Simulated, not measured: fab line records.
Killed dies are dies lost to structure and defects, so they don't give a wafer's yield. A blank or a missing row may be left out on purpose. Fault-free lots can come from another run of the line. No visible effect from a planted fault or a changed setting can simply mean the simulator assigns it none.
Which tool was responsible? | flow rit cmos | 33 wafers from 11 lots sampled at 2 of the route's 202 steps

== WHAT EACH GAUGE READ, for each wafer ==
RIT_PLDD_OVL_MEAS_06.
lot  | measured    | on         | PLDD_OVL (nm)
L995 | day 2 19:08 | overlay-02 | 0.6 1.8 0.9
L996 | day 3 00:37 | overlay-02 | 1.3 0.7 -0.5
L997 | day 3 04:36 | overlay-01 | -0.3 -0.4 0.5
L999 | day 3 14:25 | overlay-02 | -0.5 -0.8 -0.9
L104 | day 4 15:32 | overlay-01 | 4.8 4.8 3.1
L105 | day 4 20:40 | overlay-01 | 3.5 4.3 4.8
L106 | day 5 01:08 | overlay-01 | -2.8 -1.6 -0.4
L108 | day 5 11:37 | overlay-01 | -1.3 0.3 -0.3
L111 | day 6 02:32 | overlay-02 | 1.2 0.2 -1.3
L114 | day 6 17:34 | overlay-02 | 1.5 0.8 -1.3
L116 | day 7 04:10 | overlay-01 | 0.1 0.2 -0.7

== EACH LOT AND THE TOOL THAT RAN IT (in order: tool; ch and the chambers of the sampled wafers; start) ==
lot  | RIT_PLDD_EXPOSE_03
L995 | iline stepper-01 ch 0, day 2 18:44
L996 | iline stepper-01 ch 0, day 3 00:13
L997 | iline stepper-01 ch 0, day 3 04:12
L999 | iline stepper-01 ch 0, day 3 14:01
L104 | iline stepper-02 ch 0, day 4 15:10
L105 | iline stepper-02 ch 0, day 4 20:16
L106 | iline stepper-01 ch 0, day 5 00:45
L108 | iline stepper-01 ch 0, day 5 11:15
L111 | iline stepper-01 ch 0, day 6 02:09
L114 | iline stepper-01 ch 0, day 6 17:10
L116 | iline stepper-01 ch 0, day 7 03:46
- RIT_PLDD_EXPOSE_03: exposes mask M8, target cd 40900 nm.

== THE ANSWER, worked out from the rows above alone ==
Rule: usual is defined by the lots themselves. Put in order of their means at a reading, lots are off if they are a third of the lots or fewer, leave a main group of 4 or more, and stand apart from it by a gap of 3 or more times the standard deviation of the main group's means; of several such gaps the widest counts. Not used: any main group whose means are identical at the precision the tables above print for the reading. Also off: a lot with no number at a reading for which 4 or more lots have one. The other lots that the step has rows for count as sound.
Off: at RIT_PLDD_OVL_MEAS_06 (PLDD_OVL), L104, L105. For the main group the mean is -0.1 nm and the standard deviation 0.73.
A tool fits if, at a process step before that reading, it ran every lot that is off, and no sound lot after the first of them. Gauges at RIT_PLDD_OVL_MEAS_06: tried the same way as those tools. One candidate fits, namely iline stepper-02 at RIT_PLDD_EXPOSE_03. It ran no sound lot before its first lot that is off in this sample, so the start can't be narrowed down.

== WHAT HAD BEEN PUT IN BY THE SIMULATOR ==
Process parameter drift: iline stepper-02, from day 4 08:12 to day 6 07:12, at RIT_PLDD_EXPOSE_03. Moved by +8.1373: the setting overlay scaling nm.
Shown lots that were struck: L104, L105. Same finding as the rule above.
